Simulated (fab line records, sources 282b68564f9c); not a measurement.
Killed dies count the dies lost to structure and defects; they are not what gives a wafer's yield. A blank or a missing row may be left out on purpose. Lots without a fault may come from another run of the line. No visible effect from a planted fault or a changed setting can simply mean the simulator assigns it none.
Which tool was responsible? | flow ritCmos | 13 lots, 39 wafers sampled, at 2 steps of a route of 202

== WHAT EACH GAUGE READ, for each wafer ==
RIT_ACTIVE_THK_MEAS_04. Usual: ACTIVE_NITRIDE_THK typically reads 151.4 nm, with standard deviation 1.6.
lot  | measured    | on           | ACTIVE_NITRIDE_THK (nm) | flag
L559 | day 1 14:28 | filmMetro-03 | 148.4 147.6 148.7       | 
L560 | day 1 19:14 | filmMetro-01 | 151.8 153.0 152.6       | 
L561 | day 1 23:58 | filmMetro-01 | 151.3 153.0 152.4       | 
L562 | day 2 04:32 | filmMetro-03 | 152.2 151.1 150.8       | 
L564 | day 2 14:51 | filmMetro-03 | 151.6 152.1 152.6       | 
L565 | day 2 20:56 | filmMetro-01 | 152.1 151.1 151.6       | 
L566 | day 3 05:04 | filmMetro-01 | 153.3 154.9 152.6       | 
L567 | day 3 08:33 | filmMetro-04 | 151.9 151.2 152.6       | 
L568 | day 3 12:31 | filmMetro-04 | 150.3 151.0 150.8       | 
L570 | day 3 20:58 | filmMetro-04 | 152.9 154.7 152.7       | 
L576 | day 5 03:38 | filmMetro-04 | 251.7 253.5 253.1       | OFF
L580 | day 6 00:04 | filmMetro-03 | 150.6 149.1 150.4       | 
L582 | day 6 08:32 | filmMetro-04 | 152.7 152.1 152.5       | 

== WHAT TOOL EACH LOT RAN ON (gives the tool, then ch and the chambers of the sampled wafers, and finally the start) ==
lot  | RIT_ACTIVE_CVD_03
L559 | lpcvd-01 ch 1, day 1 13:01
L560 | lpcvd-01 ch 1, day 1 17:49
L561 | lpcvd-02 ch 1, day 1 22:34
L562 | lpcvd-02 ch 1, day 2 03:07
L564 | lpcvd-02 ch 0, day 2 13:26
L565 | lpcvd-01 ch 1, day 2 19:30
L566 | lpcvd-02 ch 1, day 3 03:38
L567 | lpcvd-02 ch 0, day 3 07:08
L568 | lpcvd-01 ch 0, day 3 10:23
L570 | lpcvd-02 ch 0, day 3 19:32
L576 | lpcvd-01 ch 1, day 5 02:13
L580 | lpcvd-01 ch 0, day 5 22:39
L582 | lpcvd-02 ch 0, day 6 07:07
- RIT_ACTIVE_CVD_03: deposits Si3N4 from SiH2Cl2/NH3, target thk 150 nm, time 1500 s.

== WHAT THE TOOLS THEMSELVES READ (means of the sampled wafers that have a number; where no wafer has one, the mark that the record gives instead) ==
RIT_ACTIVE_CVD_03. Usual: spikeTcCentreC 812.5 C, standard deviation 1.2; spikeTcLoadC 832.1 C, standard deviation 2.1; spikeTcSourceC 830.3 C, standard deviation 2.6; susceptorTempC 810.0 C, standard deviation 0.33; zonePowerCentrePct 38 %, standard deviation 6.1.
lot  | tool     | spikeTcCentreC (C) | spikeTcLoadC (C) | spikeTcSourceC (C) | susceptorTempC (C) | zonePowerCentrePct (%) | flag
L559 | lpcvd-01 | 811.0              | 831.2            | 830.7              | 809.9              | 30                     | 
L560 | lpcvd-01 | 812.3              | 831.8            | 830.7              | 810.1              | 29                     | 
L561 | lpcvd-02 | 811.4              | 831.7            | 833.2              | 810.0              | 42                     | 
L562 | lpcvd-02 | 811.4              | 831.5            | 834.0              | 809.9              | 43                     | 
L564 | lpcvd-02 | 813.7              | 834.0            | 825.9              | 810.0              | 45                     | 
L565 | lpcvd-01 | 812.1              | 831.0            | 828.9              | 809.7              | 29                     | 
L566 | lpcvd-02 | 812.5              | 832.5            | 834.4              | 809.9              | 42                     | 
L567 | lpcvd-02 | 813.7              | 835.4            | 826.7              | 810.2              | 44                     | 
L568 | lpcvd-01 | 812.2              | 830.8            | 830.1              | 810.1              | 40                     | 
L570 | lpcvd-02 | 813.8              | 835.4            | 827.7              | 810.0              | 45                     | 
L576 | lpcvd-01 | 857.4              | 876.7            | 875.9              | 854.8              | 31                     | OFF
L580 | lpcvd-01 | 813.4              | 830.9            | 830.7              | 810.2              | 40                     | 
L582 | lpcvd-02 | 814.3              | 834.9            | 827.0              | 810.0              | 44                     | 

== THE ANSWER, worked out from the rows above alone ==
Rule: a lot is off if the mean of its wafers that have a number lies more than 3 standard deviations from the usual mean. A lot without any number at a reading at which 4 lots or more have one is off too. The other lots that the step has rows for count as sound. Order of review: gauges by route order, followed by the tools' own readings, for which a lot's mean as printed above is used. The first step at which some lot is off is used, and at that step the reading that is off furthest; a lot without a number counts as furthest.
Off: at RIT_ACTIVE_THK_MEAS_04 (ACTIVE_NITRIDE_THK), L576.
A tool fits if, at a process step before that reading, it ran every lot that is off, and no sound lot after the first of them. The gauges at RIT_ACTIVE_THK_MEAS_04 aren't tried: what is off there is off at RIT_ACTIVE_CVD_03 too, on other tools, and a gauge's error can't cause that. None of those tried fits.

== WHAT WAS PUT IN BY THE SIMULATOR ==
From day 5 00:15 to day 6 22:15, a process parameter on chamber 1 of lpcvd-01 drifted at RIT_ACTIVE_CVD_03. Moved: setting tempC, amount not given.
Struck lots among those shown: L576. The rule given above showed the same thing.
